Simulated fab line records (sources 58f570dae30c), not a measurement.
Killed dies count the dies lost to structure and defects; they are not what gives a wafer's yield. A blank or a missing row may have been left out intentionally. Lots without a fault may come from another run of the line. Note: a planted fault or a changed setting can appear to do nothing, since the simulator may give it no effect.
fab line records	flow berkeley-cmos170	part 1 of 2: steps 1 to 22 of 34
record lots=5	wafers=15	last-day=12
route steps=331 shown START@5 ZERO@6 NWELL@14 PWELL@34
lots that met no fault: taken from a fault-free run of the same line
start-h: hours from the record's opening day to when the first of the lot's shown wafers began	wait-h: time in hours since the lot's previous step	" repeats the value in the row above	L1.1+2: a row that stands for several wafers	- value missing, or start not given	* or withheld: withheld	< > ~ a bound
route shown NAME@n: a module of which the file shows steps, and the number in the route of the first	usual: mean/standard deviation taken from wafers without a fault	same: alike in all rows	chamber/n: place in a boat	sites: each site's reading	_std_site: the standard deviation of these	_edge_site: the outer-site mean with the inner-site mean subtracted	radius-mm: for every site, how far away it sits from the centre of the wafer	mask NAME#n: copy n	behind: the last tool/chamber to shape the wafer	hold: cause of the lot's hold/its duration in hours/its outcome	device: names the non-switching transistor (n, p or np)	end of line: the route-end tests of the same wafers	a step with no rows: only its recipe	killed: not the wafer's yield, but the dies lost to structure and defects at the first sort	map: the dies of a wafer, with x for killed, . for not killed, _ for no die there
set.NAME: the setting as run; set.NAME@STEP: as run at that earlier step	model.NAME: the simulator's own value behind a step, which no gauge read
lots at selected steps of the route; one table per step, one row per wafer
services: a tool's chamber out of use, with start hour (start-h, from the record's first day; less than 0 if before it), hours out, and reason
## steps
# step UCB170_START_ANNEAL_04
# recipe temp-c=950	time-s=1200	ambient=N2
# usual spike-tc-centre-C=951.4/1.1	spike-tc-source-C=974.8/1.1
lot.wafer	tool	chamber	start-h	wait-h	spike-tc-centre-C	spike-tc-source-C
L075.1	furnace-02	0	21.05	4.2	951.8	973.2
L075.3	"	0	"	"	952.8	976.9
L075.4	"	0	"	"	950.7	974.7
L077.3	furnace-02	0	36.16	4.3	951.0	976.3
L077.5	"	0	"	"	950.4	974.8
L077.6	"	0	"	"	952.8	972.9
L079.1	furnace-02	0	41.59	2.2	954.0	973.1
L079.5	"	0	"	"	952.2	975.3
L079.6	"	0	"	"	950.4	974.4
L086.3	furnace-04	0	79.78	4.3	950.9	975.8
L086.4	"	0	"	"	950.7	973.7
L086.5	"	0	"	"	949.1	976.3
L094.1	furnace-02	0	119.60	3.2	952.2	973.7
L094.3	"	0	"	"	952.1	974.8
L094.4	"	0	"	"	953.2	974.8
# step UCB170_ZERO_HMDS_00
# recipe prime-time-s=60	prime-temp-c=100
# usual chill-plate-temp-C=23.01/0.1	exhaust-pa=44.8/0.85
lot.wafer	tool	chamber	start-h	wait-h	chill-plate-temp-C	exhaust-pa
L075.1	litho-track-02	0	22.79	0.4	23.13	46.0
L075.3	"	0	"	"	23.12	45.9
L075.4	"	0	"	"	23.19	45.8
L077.3	litho-track-03	0	37.97	0.5	23.24	44.7
L077.5	"	0	"	"	23.06	44.1
L077.6	"	0	"	"	23.12	45.2
L079.1	litho-track-01	0	43.24	0.3	22.84	44.5
L079.5	"	0	"	"	22.92	44.2
L079.6	"	0	"	"	22.77	44.1
L086.3	litho-track-03	0	81.17	0.1	23.06	44.4
L086.4	"	0	"	"	22.84	44.6
L086.5	"	0	"	"	23.14	44.8
L094.1	litho-track-03	0	121.21	0.3	23.02	46.7
L094.3	"	0	"	"	23.20	46.1
L094.4	"	0	"	"	23.16	45.5
# step UCB170_ZERO_COAT_01
# recipe resist=KrF	spin-rpm=1500	resist-thk-nm=900
# usual chill-plate-temp-C=23.01/0.11	dispense-pressure-kPa=47.2/2.3	exhaust-pa=45.1/0.92
lot.wafer	tool	chamber	start-h	wait-h	chill-plate-temp-C	dispense-pressure-kPa	exhaust-pa
L075.1	litho-track-02	0	22.94	0.1	22.90	43.6	43.7
L075.3	"	0	"	"	22.93	43.7	44.6
L075.4	"	0	"	"	22.90	43.7	43.7
L077.3	litho-track-03	0	38.12	0.1	22.94	49.5	44.5
L077.5	"	0	"	"	22.96	49.5	45.2
L077.6	"	0	"	"	23.11	49.5	44.5
L079.1	litho-track-01	0	43.39	0.1	22.98	47.3	46.7
L079.5	"	0	"	"	22.85	47.3	45.9
L079.6	"	0	"	"	22.98	47.3	45.4
L086.3	litho-track-03	0	81.32	0.1	23.07	49.5	44.7
L086.4	"	0	"	"	22.98	49.6	44.9
L086.5	"	0	"	"	23.08	49.5	45.1
L094.1	litho-track-03	0	121.36	0.1	22.85	49.6	45.5
L094.3	"	0	"	"	22.77	49.6	44.1
L094.4	"	0	"	"	22.86	49.5	44.1
# step UCB170_ZERO_SOFTBAKE_02
# recipe resist=KrF	temp-c=130	time-s=60
# usual chill-plate-temp-C=23.01/0.12	exhaust-pa=45.1/0.86
lot.wafer	tool	chamber	start-h	wait-h	chill-plate-temp-C	exhaust-pa
L075.1	litho-track-02	0	23.09	0.1	22.85	45.4
L075.3	"	0	"	"	22.96	46.7
L075.4	"	0	"	"	22.97	44.6
L077.3	litho-track-03	0	38.27	0.1	22.94	44.6
L077.5	"	0	"	"	23.10	44.8
L077.6	"	0	"	"	23.11	46.2
L079.1	litho-track-01	0	43.54	0.1	23.11	46.8
L079.5	"	0	"	"	22.98	45.9
L079.6	"	0	"	"	22.90	46.7
L086.3	litho-track-03	0	81.47	0.1	22.99	45.1
L086.4	"	0	"	"	22.84	44.5
L086.5	"	0	"	"	22.91	44.3
L094.1	litho-track-03	0	121.51	0.1	22.97	44.9
L094.3	"	0	"	"	23.03	44.7
L094.4	"	0	"	"	23.04	45.1
# step UCB170_ZERO_EXPOSE_03
# recipe mask-id=PM_MARKS	na=0.5	sigma-outer=0.6	source-shape=conventional	target-cd-nm=4000	dose-mj=30
lot.wafer	tool	chamber	start-h	wait-h	mask
L075.1+3+4	krf-scanner-01	0	23.57	0.5	PM_MARKS#0
L077.3+5+6	krf-scanner-02	0	38.56	0.3	PM_MARKS#0
L079.1+5+6	krf-scanner-01	0	43.81	0.2	PM_MARKS#0
L086.3+4+5	krf-scanner-02	0	81.60	0.1	PM_MARKS#0
L094.1+3+4	krf-scanner-01	0	121.66	0.1	PM_MARKS#0
# step UCB170_ZERO_PEB_04
# recipe peb-temp-c=130	peb-time-s=withheld	resist=KrF
# usual chill-plate-temp-C=23.02/0.1	exhaust-pa=44.8/0.84
lot.wafer	tool	chamber	start-h	wait-h	chill-plate-temp-C	exhaust-pa
L075.1	litho-track-02	0	23.96	0.4	23.08	44.0
L075.3	"	0	"	"	23.16	45.8
L075.4	"	0	"	"	22.94	44.9
L077.3	litho-track-03	0	39.25	0.7	22.99	44.7
L077.5	"	0	"	"	23.04	44.7
L077.6	"	0	"	"	22.89	44.5
L079.1	litho-track-02	0	44.09	0.3	23.14	43.3
L079.5	"	0	"	"	23.05	45.0
L079.6	"	0	"	"	23.06	43.4
L086.3	litho-track-01	0	81.73	0.1	23.02	44.6
L086.4	"	0	"	"	22.86	45.6
L086.5	"	0	"	"	23.01	44.7
L094.1	litho-track-02	0	121.77	0.1	22.90	45.1
L094.3	"	0	"	"	22.93	44.9
L094.4	"	0	"	"	22.94	45.8
# step UCB170_ZERO_DEVELOP_05
# recipe developer=TMAH	develop-time-s=45	resist=KrF	dev-temp-c=21
# usual chill-plate-temp-C=23.02/0.12	exhaust-pa=45.0/0.96
lot.wafer	tool	chamber	start-h	wait-h	chill-plate-temp-C	exhaust-pa
L075.1	litho-track-02	0	-	-	23.02	44.6
L075.3	"	0	"	"	23.02	44.6
L075.4	"	0	"	"	23.03	44.8
L077.3	litho-track-03	0	-	-	23.01	44.0
L077.5	"	0	"	"	23.20	43.0
L077.6	"	0	"	"	23.22	44.5
L079.1	litho-track-02	0	-	-	23.17	45.6
L079.5	"	0	"	"	22.99	45.7
L079.6	"	0	"	"	23.06	44.8
L086.3	litho-track-01	0	-	-	23.13	45.1
L086.4	"	0	"	"	23.17	44.5
L086.5	"	0	"	"	23.26	44.0
L094.1	litho-track-02	0	-	-	22.76	43.5
L094.3	"	0	"	"	22.82	44.1
L094.4	"	0	"	"	22.77	45.1
# step UCB170_ZERO_ETCH_06
# recipe chemistry=CHF3/CF4/Ar	target=SiO2	time-s=12	pressure-mtorr=100	rf-w=500	CHF3_flow_sccm=50	cf4-flow-sccm=10	Ar_flow_sccm=120	over-etch-frac=1.58
# usual drypump-motor-current-A=5.7/0.68	oes-product-au=0.617/0.0096	throttle-valve-pct=9.19/0.16
lot.wafer	tool	chamber	start-h	wait-h	drypump-motor-current-A	oes-product-au	rf-hours-counter-h	throttle-valve-pct
L075.1	rie-diel-01	0	24.24	-	6.4	0.630	131	8.95
L075.3	"	2	"	"	5.5	0.626	169	9.13
L075.4	"	1	"	"	4.8	0.608	166	9.36
L077.3	rie-diel-01	2	39.47	-	5.5	0.632	169	9.10
L077.5	"	2	"	"	5.5	0.619	-	9.13
L077.6	"	1	"	"	4.8	0.612	-	9.37
L079.1	rie-diel-01	0	44.36	-	6.4	0.632	132	8.94
L079.5	"	0	"	"	6.4	0.621	-	8.93
L079.6	"	1	"	"	4.8	0.614	-	9.38
L086.3	rie-diel-02	3	81.96	-	5.7	0.620	157	9.04
L086.4	"	2	"	"	4.8	0.614	-	9.36
L086.5	"	3	"	"	5.7	0.617	-	9.03
L094.1	rie-diel-02	2	122.05	-	4.7	0.606	143	9.34
L094.3	"	1	"	"	6.4	0.614	1	9.13
L094.4	"	1	"	"	6.5	0.602	-	9.13
# step UCB170_ZERO_STRIP_07
# recipe chemistry=O2	power-w=400	pressure-mtorr=3500	platen-temp-c=withheld	o2-flow-sccm=400	overash-fraction=0.5
# usual drypump-motor-current-A=5.9/0.35	o2-flow-sccm=399.9/1.3	oes-product-au=0.727/0.0049	strip-time-to-endpoint-s=21.50/0.073
# same overash-fraction=0.5
lot.wafer	tool	chamber	start-h	wait-h	drypump-motor-current-A	o2-flow-sccm	oes-product-au	rf-hours-counter-h	strip-time-to-endpoint-s
L075.1	plasma-asher-04	0	24.26	0.0	5.6	399.0	0.724	28	21.51
L075.3	"	0	"	"	5.6	398.6	0.729	-	21.53
L075.4	"	1	"	"	6.1	400.2	0.725	-	21.53
L077.3	plasma-asher-04	0	39.53	0.0	5.6	397.8	0.717	-	21.47
L077.5	"	1	"	"	6.1	401.1	0.729	-	21.45
L077.6	"	0	"	"	5.6	398.1	0.727	-	21.39
L079.1	plasma-asher-04	0	44.38	0.0	5.7	399.7	0.736	32	21.44
L079.5	"	0	"	"	5.6	399.6	0.721	-	21.45
L079.6	"	1	"	"	6.1	399.5	0.722	-	21.48
L086.3	plasma-asher-01	1	82.01	0.0	5.4	398.3	0.737	-	21.46
L086.4	"	0	"	"	6.0	401.3	0.725	-	21.47
L086.5	"	1	"	"	5.4	399.4	0.725	-	21.48
L094.1	plasma-asher-02	1	122.07	0.0	5.7	400.4	0.729	34	21.51
L094.3	"	0	"	"	6.3	401.0	0.728	-	21.48
L094.4	"	1	"	"	5.7	402.9	0.728	-	21.54
# step UCB170_NWELL_WET_ETCH_00
# recipe chemistry=dHF	dilution=25:1	target=SiO2	temp-c=25	time-s=200
lot.wafer	tool	chamber	start-h	wait-h
L075.1+3+4	wet-bench-02	3	24.52	0.2
L077.3+5+6	wet-bench-01	0	40.93	1.4
L079.1+5+6	wet-bench-03	1	44.70	0.3
L086.3+4+5	wet-bench-02	3	82.08	0.0
L094.1+3+4	wet-bench-03	1	122.17	0.1
# step UCB170_NWELL_OXIDATION_01
# recipe temp-c=1000	ambient=O2	target-thk-a=264	ox-time-s=1260
# usual spike-tc-centre-C=1001.5/1.1	spike-tc-source-C=1025.5/1
lot.wafer	tool	chamber	start-h	wait-h	spike-tc-centre-C	spike-tc-source-C
L075.1	furnace-04	0	27.61	3.0	1000.0	1025.7
L075.3	"	0	"	"	1001.8	1026.6
L075.4	"	0	"	"	999.7	1026.7
L077.3	furnace-04	0	42.51	1.5	1000.7	1024.8
L077.5	"	0	"	"	1001.0	1024.8
L077.6	"	0	"	"	1000.7	1026.4
L079.1	furnace-01	0	48.22	3.5	1001.3	1024.8
L079.5	"	0	"	"	1002.9	1024.4
L079.6	"	0	"	"	1000.1	1025.7
L086.3	furnace-02	0	82.57	0.4	1003.2	1026.5
L086.4	"	0	"	"	1002.5	1025.4
L086.5	"	0	"	"	1001.9	1025.2
L094.1	furnace-02	0	128.30	6.1	1002.8	1026.9
L094.3	"	0	"	"	1002.2	1025.0
L094.4	"	0	"	"	1000.5	1025.8
# step UCB170_NWELL_THK_MEAS_02
# recipe reads=SiO2_of_NWELL_OXIDATION_01
# usual NWELL_OXIDE_THK=26.4/0.47
lot.wafer	tool	chamber	start-h	wait-h	NWELL_OXIDE_THK[nm]
L075.1	film-metro-01	-	28.96	0.0	25.5
L075.3	"	-	"	"	25.9
L075.4	"	-	"	"	25.8
L077.3	film-metro-02	-	43.88	0.0	25.5
L077.5	"	-	"	"	25.2
L077.6	"	-	"	"	25.7
L079.1	film-metro-02	-	49.57	0.0	26.3
L079.5	"	-	"	"	26.8
L079.6	"	-	"	"	27.0
L086.3	film-metro-04	-	83.94	0.0	27.0
L086.4	"	-	"	"	26.7
L086.5	"	-	"	"	26.6
L094.1	film-metro-01	-	129.65	0.0	26.8
L094.3	"	-	"	"	26.5
L094.4	"	-	"	"	26.7
# step UCB170_NWELL_ANNEAL_03
# recipe temp-c=1000	time-s=900	ambient=N2
# usual spike-tc-centre-C=1001.5/0.94	spike-tc-source-C=1025.1/1
lot.wafer	tool	chamber	start-h	wait-h	spike-tc-centre-C	spike-tc-source-C
L075.1	furnace-01	0	33.47	4.5	1001.9	1024.6
L075.3	"	0	"	"	1002.6	1025.3
L075.4	"	0	"	"	1001.9	1025.6
L077.3	furnace-01	0	46.97	3.1	1003.2	1027.2
L077.5	"	0	"	"	1002.5	1022.7
L077.6	"	0	"	"	999.2	1024.0
L079.1	furnace-01	0	52.15	2.6	1001.0	1026.4
L079.5	"	0	"	"	1002.1	1022.5
L079.6	"	0	"	"	1000.1	1024.8
L086.3	furnace-01	0	87.87	3.9	1000.0	1024.2
L086.4	"	0	"	"	1001.0	1024.4
L086.5	"	0	"	"	1001.4	1025.6
L094.1	furnace-01	0	129.87	0.2	1002.0	1025.1
L094.3	"	0	"	"	1001.4	1023.7
L094.4	"	0	"	"	1002.6	1025.7
# step UCB170_NWELL_CVD_04
# recipe material=Si3N4	target-thk-nm=224	temp-c=800	precursor=SiH2Cl2/NH3	time-s=3360	pressure-mtorr=207.2	sih2cl2-flow-sccm=25	nh3-flow-sccm=75
# usual nh3-flow-sccm=74.99/0.23	spike-tc-centre-C=802.2/1.5	spike-tc-source-C=823/4.2
lot.wafer	tool	chamber	start-h	wait-h	nh3-flow-sccm	spike-tc-centre-C	spike-tc-source-C
L075.1	lpcvd-02	0	34.97	0.3	74.94	802.2	822
L075.3	"	0	"	"	74.82	801.8	823
L075.4	"	0	"	"	75.14	801.7	820
L077.3	lpcvd-01	1	48.22	0.0	74.73	801.3	828
L077.5	"	1	"	"	75.13	800.1	826
L077.6	"	1	"	"	75.13	799.7	828
L079.1	lpcvd-01	1	53.40	0.0	74.91	800.5	828
L079.5	"	1	"	"	74.95	800.5	827
L079.6	"	1	"	"	74.86	800.8	828
L086.3	lpcvd-01	1	91.21	2.1	74.69	801.2	827
L086.4	"	1	"	"	74.98	800.6	828
L086.5	"	1	"	"	74.68	799.5	827
L094.1	lpcvd-02	1	131.12	0.0	75.43	801.8	817
L094.3	"	1	"	"	75.26	802.7	816
L094.4	"	1	"	"	74.99	803.9	817
# step UCB170_NWELL_THK_MEAS_05
# recipe reads=Si3N4_of_NWELL_CVD_04
# usual NWELL_NITRIDE_THK=226.6/2.7
lot.wafer	tool	chamber	start-h	wait-h	NWELL_NITRIDE_THK[nm]
L075.1	film-metro-04	-	36.91	0.0	225.6
L075.3	"	-	"	"	225.5
L075.4	"	-	"	"	223.9
L077.3	film-metro-02	-	50.17	0.0	227.8
L077.5	"	-	"	"	226.3
L077.6	"	-	"	"	226.8
L079.1	film-metro-02	-	55.33	0.0	229.3
L079.5	"	-	"	"	229.8
L079.6	"	-	"	"	230.1
L086.3	film-metro-02	-	93.17	0.0	225.2
L086.4	"	-	"	"	226.2
L086.5	"	-	"	"	225.9
L094.1	film-metro-04	-	133.05	0.0	222.1
L094.3	"	-	"	"	221.8
L094.4	"	-	"	"	222.4
# step UCB170_NWELL_HMDS_06
# recipe prime-time-s=60	prime-temp-c=100
# usual chill-plate-temp-C=23.00/0.12	exhaust-pa=44.8/0.95
lot.wafer	tool	chamber	start-h	wait-h	chill-plate-temp-C	exhaust-pa
L075.1	litho-track-03	0	37.02	0.1	23.11	45.6
L075.3	"	0	"	"	23.07	44.4
L075.4	"	0	"	"	23.06	45.8
L077.3	litho-track-01	0	51.07	0.9	22.94	46.6
L077.5	"	0	"	"	23.12	45.8
L077.6	"	0	"	"	23.01	46.0
L079.1	litho-track-04	0	55.39	0.1	22.91	45.2
L079.5	"	0	"	"	23.06	44.3
L079.6	"	0	"	"	22.90	45.2
L086.3	litho-track-03	0	93.69	0.5	22.87	45.1
L086.4	"	0	"	"	22.93	45.6
L086.5	"	0	"	"	22.96	45.5
L094.1	litho-track-04	0	133.12	0.1	23.19	46.2
L094.3	"	0	"	"	23.00	45.2
L094.4	"	0	"	"	23.16	45.4
# step UCB170_NWELL_COAT_07
# recipe resist=KrF	spin-rpm=1500	resist-thk-nm=900
# usual chill-plate-temp-C=23.00/0.098	dispense-pressure-kPa=52/3.8	exhaust-pa=45.1/0.86
lot.wafer	tool	chamber	start-h	wait-h	chill-plate-temp-C	dispense-pressure-kPa	exhaust-pa
L075.1	litho-track-03	0	37.17	0.1	23.25	49	44.4
L075.3	"	0	"	"	22.96	49	43.9
L075.4	"	0	"	"	23.21	50	44.9
L077.3	litho-track-01	0	51.22	0.1	23.07	47	45.2
L077.5	"	0	"	"	23.05	47	45.7
L077.6	"	0	"	"	22.98	47	44.7
L079.1	litho-track-04	0	55.54	0.1	22.91	56	44.6
L079.5	"	0	"	"	22.93	56	45.9
L079.6	"	0	"	"	22.99	56	44.9
L086.3	litho-track-03	0	93.84	0.1	22.95	50	46.6
L086.4	"	0	"	"	22.90	50	46.6
L086.5	"	0	"	"	22.82	50	45.8
L094.1	litho-track-04	0	133.27	0.1	22.98	56	44.1
L094.3	"	0	"	"	23.04	56	44.6
L094.4	"	0	"	"	22.98	56	43.8
# step UCB170_NWELL_SOFTBAKE_08
# recipe resist=KrF	temp-c=130	time-s=60
# usual chill-plate-temp-C=23.01/0.13	exhaust-pa=45.1/0.9
lot.wafer	tool	chamber	start-h	wait-h	chill-plate-temp-C	exhaust-pa
L075.1	litho-track-03	0	37.32	0.1	23.06	44.2
L075.3	"	0	"	"	22.79	45.1
L075.4	"	0	"	"	22.98	44.4
L077.3	litho-track-01	0	51.37	0.1	22.85	45.6
L077.5	"	0	"	"	22.84	45.4
L077.6	"	0	"	"	23.05	45.9
L079.1	litho-track-04	0	55.69	0.1	22.85	44.2
L079.5	"	0	"	"	23.08	45.4
L079.6	"	0	"	"	22.83	44.5
L086.3	litho-track-03	0	93.99	0.1	23.04	42.9
L086.4	"	0	"	"	22.90	43.8
L086.5	"	0	"	"	23.15	45.6
L094.1	litho-track-04	0	133.42	0.1	23.10	45.9
L094.3	"	0	"	"	23.19	46.8
L094.4	"	0	"	"	23.39	46.3
# step UCB170_NWELL_EXPOSE_09
# recipe mask-id=NWELL	target-cd-nm=3000	na=0.5	sigma-outer=0.6	source-shape=conventional	dose-mj=25
lot.wafer	tool	chamber	start-h	wait-h	mask
L075.1+3+4	krf-scanner-02	0	37.74	0.4	NWELL#0
L077.3+5+6	krf-scanner-02	0	51.63	0.2	NWELL#0
L079.1+5+6	krf-scanner-01	0	55.84	0.1	NWELL#0
L086.3+4+5	krf-scanner-01	0	94.27	0.2	NWELL#0
L094.1+3+4	krf-scanner-01	0	133.80	0.4	NWELL#0
# step UCB170_NWELL_PEB_10
# recipe peb-temp-c=130	peb-time-s=withheld	resist=KrF
# usual chill-plate-temp-C=23.01/0.11	exhaust-pa=45.0/0.9
lot.wafer	tool	chamber	start-h	wait-h	chill-plate-temp-C	exhaust-pa
L075.1	litho-track-03	0	38.37	0.6	23.20	44.0
L075.3	"	0	"	"	23.04	45.2
L075.4	"	0	"	"	23.08	44.9
L077.3	litho-track-01	0	52.07	0.4	22.92	46.2
L077.5	"	0	"	"	22.81	45.1
L077.6	"	0	"	"	22.89	45.0
L079.1	litho-track-01	0	55.96	0.1	23.15	44.2
L079.5	"	0	"	"	23.14	43.6
L079.6	"	0	"	"	23.19	43.2
L086.3	litho-track-01	0	94.95	0.7	23.18	45.1
L086.4	"	0	"	"	23.20	44.1
L086.5	"	0	"	"	23.22	45.1
L094.1	litho-track-01	0	134.28	0.5	23.03	46.6
L094.3	"	0	"	"	22.85	44.9
L094.4	"	0	"	"	23.00	45.9
# step UCB170_NWELL_DEVELOP_11
# recipe developer=TMAH	develop-time-s=45	resist=KrF	dev-temp-c=21.64
# usual chill-plate-temp-C=23.02/0.11	exhaust-pa=45.0/0.86
lot.wafer	tool	chamber	start-h	wait-h	chill-plate-temp-C	exhaust-pa
L075.1	litho-track-03	0	-	-	23.15	45.4
L075.3	"	0	"	"	22.96	44.6
L075.4	"	0	"	"	22.88	45.1
L077.3	litho-track-01	0	-	-	22.98	45.1
L077.5	"	0	"	"	23.21	46.2
L077.6	"	0	"	"	23.02	44.8
L079.1	litho-track-01	0	-	-	23.13	44.3
L079.5	"	0	"	"	23.05	45.2
L079.6	"	0	"	"	22.93	45.6
L086.3	litho-track-01	0	-	-	23.01	44.6
L086.4	"	0	"	"	22.95	45.3
L086.5	"	0	"	"	22.88	44.8
L094.1	litho-track-01	0	-	-	23.05	44.0
L094.3	"	0	"	"	23.15	43.8
L094.4	"	0	"	"	23.04	44.5
# step UCB170_NWELL_OVL_MEAS_12
# usual NWELL_OVL=0/6.2
lot.wafer	tool	chamber	start-h	wait-h	NWELL_OVL[nm]
L075.1	overlay-02	-	38.65	-	-6
L075.3	"	-	"	"	-2
L075.4	"	-	"	"	-12
L077.3	overlay-01	-	52.31	-	-6
L077.5	"	-	"	"	2
L077.6	"	-	"	"	7
L079.1	overlay-01	-	56.24	-	-5
L079.5	"	-	"	"	-8
L079.6	"	-	"	"	1
L086.3	overlay-02	-	95.18	-	13
L086.4	"	-	"	"	10
L086.5	"	-	"	"	10
L094.1	overlay-01	-	134.56	-	-2
L094.3	"	-	"	"	-4
L094.4	"	-	"	"	-4
